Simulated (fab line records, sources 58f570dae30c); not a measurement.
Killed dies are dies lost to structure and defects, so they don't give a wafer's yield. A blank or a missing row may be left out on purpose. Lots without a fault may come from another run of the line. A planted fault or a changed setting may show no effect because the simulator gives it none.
Problem report in the 8D (eight disciplines) form, filled by code | flow berkeley_cmos170 | the parts of the form that need people (team, actions taken, sign-off) are left out

1. THE PROBLEM
beam_energy_keV at UCB170_NWELL_IMPLANT_14 reads a mean of 144.58 on 6 wafers of 2 lots; wafers without a fault read 150.00 with a standard deviation of 0.041. That is -99 or more standard deviations from the usual mean.
First seen on wafer L876.1, day 5 00:52, on implanter-04. The record holds 18 wafers of 6 lots with a number at this step. Rule for "out", or "out of limits": more than 4 standard deviations from the usual mean. The other wafers with a number count as sound.

2. WHAT IT IS AND WHAT IT IS NOT
question                    | is                     | is not
which readings at this step | beam_energy_keV        | end_station_pressure_torr
which lots                  | L876, L879             | L865, L872, L884, L887
which wafers of those lots  | all that have a number | -
read on which tools         | implanter-04           | implanter-01, implanter-02
when                        | from day 5 00:52       | up to then (6 sound wafers); but 6 sound wafers of L884, L887 came after

3. SUSPECTS, AND WHAT RULES EACH OUT
Counting: a tool at a process step up to the reading stays a suspect if it ran every lot that is out and no sound lot after the first of them.
- rie_diel-01 at UCB170_NWELL_ETCH_13 (etches Si3N4 in CH3F/Ar/O2, stops on SiO2, target depth 246.4 nm, time 154 s): kept. It ran every lot that is out, first L876 (day 5 00:46), and no sound lot after that; its last sound lot up to then is L872 (day 4 05:27).
- implanter-04 at UCB170_NWELL_IMPLANT_14: kept. It ran every lot that is out, first L876 (day 5 00:52), and no sound lot after that; its last sound lot up to then is L872 (day 4 05:34). Its own readings are out on those wafers: beam_energy_keV.
Left after counting: rie_diel-01 at UCB170_NWELL_ETCH_13, implanter-04 at UCB170_NWELL_IMPLANT_14.

4. THE CAUSE (what the simulator had put in)
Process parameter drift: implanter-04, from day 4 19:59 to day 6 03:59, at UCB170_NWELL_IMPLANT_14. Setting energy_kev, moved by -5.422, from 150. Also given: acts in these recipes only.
Counting left 2 suspects, and this tool is among them.

5. THE CHAIN OF EFFECTS, in route order
Each row: a reading whose mean over the struck wafers that have a number lies more than 3 standard deviations from the usual. Only readings for which the record gives a usual standard deviation are gone through. hours: the time from each lot's start at the first step in this table that gives one to its start at this step, as a median over the lots. sigmas: the change in usual standard deviations.
hours | step                    | reading         | usual  | on struck wafers | change | sigmas
0     | UCB170_NWELL_IMPLANT_14 | beam_energy_keV | 150.00 | 144.58           | -5.42  | -99 or more
The process steps in it:
- UCB170_NWELL_IMPLANT_14

6. WHAT WOULD HAVE CAUGHT IT SOONER
In this record the first reading out of limits was taken at day 5 00:52, 5 hours after the fault began at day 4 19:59.
